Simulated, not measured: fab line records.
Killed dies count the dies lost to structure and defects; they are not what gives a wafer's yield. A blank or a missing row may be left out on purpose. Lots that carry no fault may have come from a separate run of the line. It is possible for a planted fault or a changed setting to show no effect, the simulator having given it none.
fab line records ; flow berkeley-cmos170
record: lots: 15; wafers: 45; last-day: 13
route steps=331 shown NLDD@167
lots untouched by any fault: they come from a run of this same line in which no faults occurred
start-h: start of the lot's first displayed wafer, in hours after the record's first day ; wait-h: how many hours have passed since the lot's step before this one ; " the same as in the row above ; L1.1+2: several wafers, shown together as one row ; - either no value or no given start ; * or withheld: withheld ; < > ~ a bound
route shown NAME@n: a module of which the file shows steps, and the number in the route of the first ; usual: mean/standard deviation of fault-free wafers ; same: alike in all rows ; chamber/n: place in a boat ; sites: readings site by site ; _std_site: standard deviation of those values ; _edge_site: outer sites' mean less inner sites' ; radius-mm: how far each site lies from the wafer's centre ; mask NAME#n: copy n ; behind: tool/chamber where the wafer was last shaped ; hold: why the lot was held/for how many hours/how that ended ; device: the n, p or np transistor that did not switch ; end of line: tests run on the same wafers once the route is complete ; for a step that has no rows: nothing shown but its recipe ; killed: dies that structure and defects cost at the first sort, which is not the same as the wafer's yield ; map: dies across one wafer; x = killed, . = not, _ = none there
set.NAME: setting as actually run; set.NAME@STEP: the setting as run at that earlier step ; model.NAME: the simulator's own value behind a step, which no gauge read
the route's steps for a sample of lots (tables are steps, rows are wafers)
services: a tool's chamber out of use, with start hour (start-h, from the record's first day; less than 0 if before it), hours out, and reason
== steps ==
step: UCB170_NLDD_IMPLANT_09
recipe: species: As; dose-cm2: 5e+13; energy-kev: 30; tilt-deg: 7; rotation-deg: 180
usual: dose-ions-cm2: 5e+13/5.4e+10; faraday-current-uA: 158.7/2.8
same: implant-ion-amu: 75
lot.wafer;tool;chamber;start-h;wait-h;dose-ions-cm2;faraday-current-uA
L563.2;implanter-04;0;152.32;0.1;5.001e+13;153.6
L563.3;implanter-04;0;152.32;0.1;5.002e+13;160.0
L563.5;implanter-04;0;152.32;0.1;4.998e+13;157.8
L566.2;implanter-03;0;157.63;0.1;5.009e+13;160.8
L566.4;implanter-03;0;157.63;0.1;4.997e+13;160.6
L566.5;implanter-03;0;157.63;0.1;5e+13;164.7
L569.3;implanter-03;0;176.16;0.1;4.997e+13;158.1
L569.4;implanter-03;0;176.16;0.1;5.002e+13;159.2
L569.5;implanter-03;0;176.16;0.1;5.003e+13;161.8
L567.2;implanter-01;0;176.86;0.1;5.001e+13;157.9
L567.4;implanter-01;0;176.86;0.1;4.991e+13;161.6
L567.6;implanter-01;0;176.86;0.1;5.002e+13;157.0
L568.1;implanter-03;0;177.35;0.1;2.457e+13;76.4
L568.3;implanter-03;0;177.35;0.1;2.454e+13;78.4
L568.6;implanter-03;0;177.35;0.1;2.45e+13;78.7
L570.2;implanter-04;0;188.09;0.1;4.999e+13;161.9
L570.3;implanter-04;0;188.09;0.1;4.998e+13;160.9
L570.4;implanter-04;0;188.09;0.1;4.999e+13;160.4
L574.2;implanter-01;0;190.71;0.1;4.988e+13;159.8
L574.3;implanter-01;0;190.71;0.1;4.999e+13;161.0
L574.4;implanter-01;0;190.71;0.1;4.991e+13;160.2
L573.2;implanter-03;0;190.98;0.1;2.456e+13;75.9
L573.3;implanter-03;0;190.98;0.1;2.463e+13;76.0
L573.4;implanter-03;0;190.98;0.1;2.465e+13;79.1
L572.1;implanter-03;0;192.26;0.1;2.469e+13;76.4
L572.2;implanter-03;0;192.26;0.1;2.469e+13;77.6
L572.5;implanter-03;0;192.26;0.1;2.459e+13;78.2
L577.1;implanter-04;0;221.31;0.1;4.995e+13;158.2
L577.3;implanter-04;0;221.31;0.1;4.997e+13;158.2
L577.4;implanter-04;0;221.31;0.1;4.998e+13;163.0
L579.1;implanter-04;0;234.87;0.1;4.999e+13;163.3
L579.2;implanter-04;0;234.87;0.1;5.003e+13;153.0
L579.5;implanter-04;0;234.87;0.1;5e+13;160.4
L580.1;implanter-01;0;235.64;0.1;4.996e+13;160.6
L580.3;implanter-01;0;235.64;0.1;4.986e+13;159.7
L580.5;implanter-01;0;235.64;0.1;4.994e+13;158.9
L582.2;implanter-03;0;249.80;0.1;5.005e+13;156.6
L582.3;implanter-03;0;249.80;0.1;4.999e+13;163.0
L582.6;implanter-03;0;249.80;0.1;4.997e+13;160.0
L583.3;implanter-04;0;250.10;0.1;4.997e+13;162.6
L583.4;implanter-04;0;250.10;0.1;4.994e+13;159.9
L583.6;implanter-04;0;250.10;0.1;5.006e+13;156.4
L586.1;implanter-03;0;276.92;0.1;5.002e+13;154.3
L586.2;implanter-03;0;276.92;0.1;5e+13;158.3
L586.4;implanter-03;0;276.92;0.1;4.998e+13;156.0
step: UCB170_NLDD_TW_MEAS_11
usual: NLDD_TW: 2206/11
lot.wafer;tool;chamber;start-h;wait-h;NLDD_TW
L563.2;film-metro-04;-;152.55;0.1;2223
L563.3;film-metro-04;-;152.55;0.1;2230
L563.5;film-metro-04;-;152.55;0.1;2230
L566.2;film-metro-02;-;157.86;0.1;2200
L566.4;film-metro-02;-;157.86;0.1;2208
L566.5;film-metro-02;-;157.86;0.1;2201
L569.3;film-metro-03;-;176.38;0.1;2202
L569.4;film-metro-03;-;176.38;0.1;2207
L569.5;film-metro-03;-;176.38;0.1;2211
L567.2;film-metro-02;-;177.09;0.1;2194
L567.4;film-metro-02;-;177.09;0.1;2185
L567.6;film-metro-02;-;177.09;0.1;2202
L568.1;film-metro-03;-;177.60;0.1;2032
L568.3;film-metro-03;-;177.60;0.1;2047
L568.6;film-metro-03;-;177.60;0.1;2038
L570.2;film-metro-02;-;188.33;0.1;2195
L570.3;film-metro-02;-;188.33;0.1;2195
L570.4;film-metro-02;-;188.33;0.1;2199
L574.2;film-metro-04;-;190.94;0.1;2225
L574.3;film-metro-04;-;190.94;0.1;2233
L574.4;film-metro-04;-;190.94;0.1;2241
L573.2;film-metro-02;-;191.22;0.1;2019
L573.3;film-metro-02;-;191.22;0.1;2036
L573.4;film-metro-02;-;191.22;0.1;2027
L572.1;film-metro-03;-;192.51;0.1;2019
L572.2;film-metro-03;-;192.51;0.1;2024
L572.5;film-metro-03;-;192.51;0.1;2033
L577.1;film-metro-02;-;221.56;0.1;2206
L577.3;film-metro-02;-;221.56;0.1;2202
L577.4;film-metro-02;-;221.56;0.1;2197
L579.1;film-metro-04;-;235.12;0.1;2215
L579.2;film-metro-04;-;235.12;0.1;2220
L579.5;film-metro-04;-;235.12;0.1;2213
L580.1;film-metro-02;-;235.89;0.1;2197
L580.3;film-metro-02;-;235.89;0.1;2201
L580.5;film-metro-02;-;235.89;0.1;2207
L582.2;film-metro-03;-;250.03;0.1;2206
L582.3;film-metro-03;-;250.03;0.1;2223
L582.6;film-metro-03;-;250.03;0.1;2211
L583.3;film-metro-02;-;250.32;0.1;2203
L583.4;film-metro-02;-;250.32;0.1;2199
L583.6;film-metro-02;-;250.32;0.1;2200
L586.1;film-metro-03;-;277.17;0.1;2217
L586.2;film-metro-03;-;277.17;0.1;2201
L586.4;film-metro-03;-;277.17;0.1;2211
step: UCB170_SDANNEAL_RS_MEAS_05
recipe: thk-meas-gauge: four-point-probe
usual: NLDD_RS: 616.9/1.5
lot.wafer;tool;chamber;start-h;wait-h;NLDD_RS[ohm/sq]
L563.2;film-metro-02;-;163.36;0.1;616.5
L563.3;film-metro-02;-;163.36;0.1;618.1
L563.5;film-metro-02;-;163.36;0.1;617.5
L566.2;film-metro-04;-;168.75;0.1;617.3
L566.4;film-metro-04;-;168.75;0.1;617.8
L566.5;film-metro-04;-;168.75;0.1;617.4
L569.3;film-metro-03;-;191.28;0.1;615.9
L569.4;film-metro-03;-;191.28;0.1;616.6
L569.5;film-metro-03;-;191.28;0.1;616.7
L567.2;film-metro-02;-;191.88;0.1;617.7
L567.4;film-metro-02;-;191.88;0.1;616.7
L567.6;film-metro-02;-;191.88;0.1;616.1
L568.1;film-metro-02;-;192.34;0.1;751.0
L568.3;film-metro-02;-;192.34;0.1;754.2
L568.6;film-metro-02;-;192.34;0.1;755.6
L570.2;film-metro-03;-;202.52;0.1;618.0
L570.3;film-metro-03;-;202.52;0.1;617.8
L570.4;film-metro-03;-;202.52;0.1;618.5
L574.2;film-metro-04;-;202.83;0.1;615.2
L574.3;film-metro-04;-;202.83;0.1;615.3
L574.4;film-metro-04;-;202.83;0.1;615.7
L573.2;film-metro-02;-;203.12;0.1;754.2
L573.3;film-metro-02;-;203.12;0.1;749.7
L573.4;film-metro-02;-;203.12;0.1;751.5
L572.1;film-metro-04;-;203.39;0.1;749.7
L572.2;film-metro-04;-;203.39;0.1;747.0
L572.5;film-metro-04;-;203.39;0.1;747.3
L577.1;film-metro-02;-;233.53;0.1;619.5
L577.3;film-metro-02;-;233.53;0.1;617.7
L577.4;film-metro-02;-;233.53;0.1;619.1
L579.1;film-metro-03;-;247.45;0.1;616.9
L579.2;film-metro-03;-;247.45;0.1;615.0
L579.5;film-metro-03;-;247.45;0.1;616.5
L580.1;film-metro-04;-;247.62;0.1;616.0
L580.3;film-metro-04;-;247.62;0.1;614.5
L580.5;film-metro-04;-;247.62;0.1;615.0
L582.2;film-metro-04;-;261.85;0.1;615.4
L582.3;film-metro-04;-;261.85;0.1;615.7
L582.6;film-metro-04;-;261.85;0.1;615.6
L583.3;film-metro-02;-;262.28;0.1;614.9
L583.4;film-metro-02;-;262.28;0.1;615.8
L583.6;film-metro-02;-;262.28;0.1;616.1
L586.1;film-metro-03;-;288.55;0.1;618.9
L586.2;film-metro-03;-;288.55;0.1;619.2
L586.4;film-metro-03;-;288.55;0.1;617.7
== services ==
tool;chamber;start-h;hours;kind
implanter-01;-;148.41;3.1;repair
implanter-01;-;165.88;7.0;pm
implanter-04;-;191.84;2.4;pm
implanter-03;-;218.69;4.4;pm
implanter-03;-;237.12;2.3;repair
implanter-03;-;259.84;4.6;pm
== key ==
first-sign: step: UCB170_NLDD_IMPLANT_09; reading: dose-ions-cm2; direction: down; sigmas: 99+; usual: 5e+13; struck: 2.46e+13
effect: step: UCB170_NLDD_IMPLANT_09; reading: faraday-current-uA; direction: down; sigmas: 29; usual: 158.7; struck: 77.4
effect: step: UCB170_NLDD_TW_MEAS_11; reading: NLDD_TW; direction: down; sigmas: 15; usual: 2206; struck: 2030
effect: step: UCB170_SDANNEAL_RS_MEAS_05; reading: NLDD_RS; direction: up; sigmas: 92; usual: 616.9; struck: 751.1
met-at UCB170_NLDD_IMPLANT_09
struck-lots L568,L572,L573
tester-left-out L568,L572,L573
onset-between 176.16 177.35
fault: kind: process-parameter-drift; tool: implanter-03; chamber: -; onset-h: 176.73; steps: UCB170_NLDD_IMPLANT_09; channel: dose-cm2; offset: -2.5437e+13; shape: step; end-h: 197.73; acts-in: these-recipes-only; stated: 5e+13
tester-left-out: of these lots the tester's yield and bins aren't shown, on N5 and GAA mostly nor the transistor test; their killed dies are dies lost to structure and defects alone, not to doping, threshold or leakage, so they don't give the yield
